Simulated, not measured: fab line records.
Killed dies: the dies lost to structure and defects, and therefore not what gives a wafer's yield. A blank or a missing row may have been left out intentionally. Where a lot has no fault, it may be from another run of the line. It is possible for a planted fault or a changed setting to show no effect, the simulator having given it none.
Struck lot and sound lot, side by side ; flow berkeleyCmos170 ; 15 out of 331 route steps
Sound: wafers L427.1, L427.2, L427.4. Struck: wafers L436.1, L436.3, L436.6. The cause is given at the end.
Each step with rows lists, per side, the tool, then ch with its chambers, then its first start. Under that, the readings that differ: sound wafers ; struck wafers ; difference of the means ; sigmas: that difference in standard deviations of wafers without a fault.
alike: same words and numbers on both sides, and readings whose means sit less than 2 such deviations apart. not compared: any withheld reading, any reading some wafer has no value for, any bound like >300 that may hide the same value, and any number with overlapping values for which the record gives no deviation.
The two part at a step that has a row with sigmas, a row that says differs or no value, or rows on one side only. Numbers that have no deviation but don't overlap get no sigmas and don't part them. A reading that every wafer of one side lacks parts them only if that side has two wafers or more.

UCB170_PWELL_THK_MEAS_03:
  sound: filmMetro-02 at day 3 08:40; struck: filmMetro-04 at day 5 00:44
  alike: PWELL_OXIDE_THK
then, 2 steps without rows for these wafers: UCB170_PWELL_ANNEAL_04 (time 900 s); UCB170_PWELL_CVD_05 (deposits Si3N4 from SiH2Cl2/NH3, target thk 220 nm, time 3300 s).
UCB170_PWELL_THK_MEAS_06:
  sound: filmMetro-04 at day 3 14:37; struck: filmMetro-01 at day 5 05:49
  alike: PWELL_NITRIDE_THK
then, 6 steps without rows for these wafers: UCB170_PWELL_HMDS_07 (prime time 60 s); UCB170_PWELL_COAT_08 (resist thk 900 nm); UCB170_PWELL_SOFTBAKE_09 (time 60 s); UCB170_PWELL_EXPOSE_10 (exposes mask PWELL, target cd 3000 nm); UCB170_PWELL_PEB_11; UCB170_PWELL_DEVELOP_12 (develop time 45 s).
UCB170_PWELL_OVL_MEAS_13:
  sound: overlay-02 at day 3 16:04; struck: overlay-01 at day 5 06:50
  alike: PWELL_OVL
UCB170_PWELL_ETCH_14: etches Si3N4 in CH3F/Ar/O2, stops on SiO2, target depth 242 nm, time 151 s.
  sound on rieDiel-03 ch 1,2,3, day 3 16:05; struck on rieDiel-04 ch 0,1,2, day 5 06:53
  alike: drypumpMotorCurrentA, mfcArSccm, oesProductAu, throttleValvePct
  not compared: rfHoursCounterH
UCB170_PWELL_IMPLANT_15:
  sound on implanter-04 ch 0, day 3 16:12; struck on implanter-03 ch 0, day 5 06:59
reading;sound;struck;difference;sigmas
tiltDeg (degrees);6.988 6.996 7.001;6.129 6.160 6.089;-0.869;-43
  alike: beamOnS
UCB170_PWELL_STRIP_16: strips in O2.
  sound on plasmaAsher-03 ch 0,1, day 3 16:21; struck on plasmaAsher-04 ch 0,1, day 5 07:08
  alike: drypumpMotorCurrentA, oesProductAu, stripTimeToEndpointS
  not compared: rfHoursCounterH
UCB170_M3_PROBE_99:
  sound wafers here have rows in the record (prober-01, day 8 18:28); struck ones have none

WHERE THEY PART
First at UCB170_PWELL_IMPLANT_15; last, within this record, at UCB170_M3_PROBE_99.

WHY: whatever the simulator had introduced
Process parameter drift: implanter-03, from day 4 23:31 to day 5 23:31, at UCB170_PWELL_IMPLANT_15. A move of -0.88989 in setting tiltDeg, from 7. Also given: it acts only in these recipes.
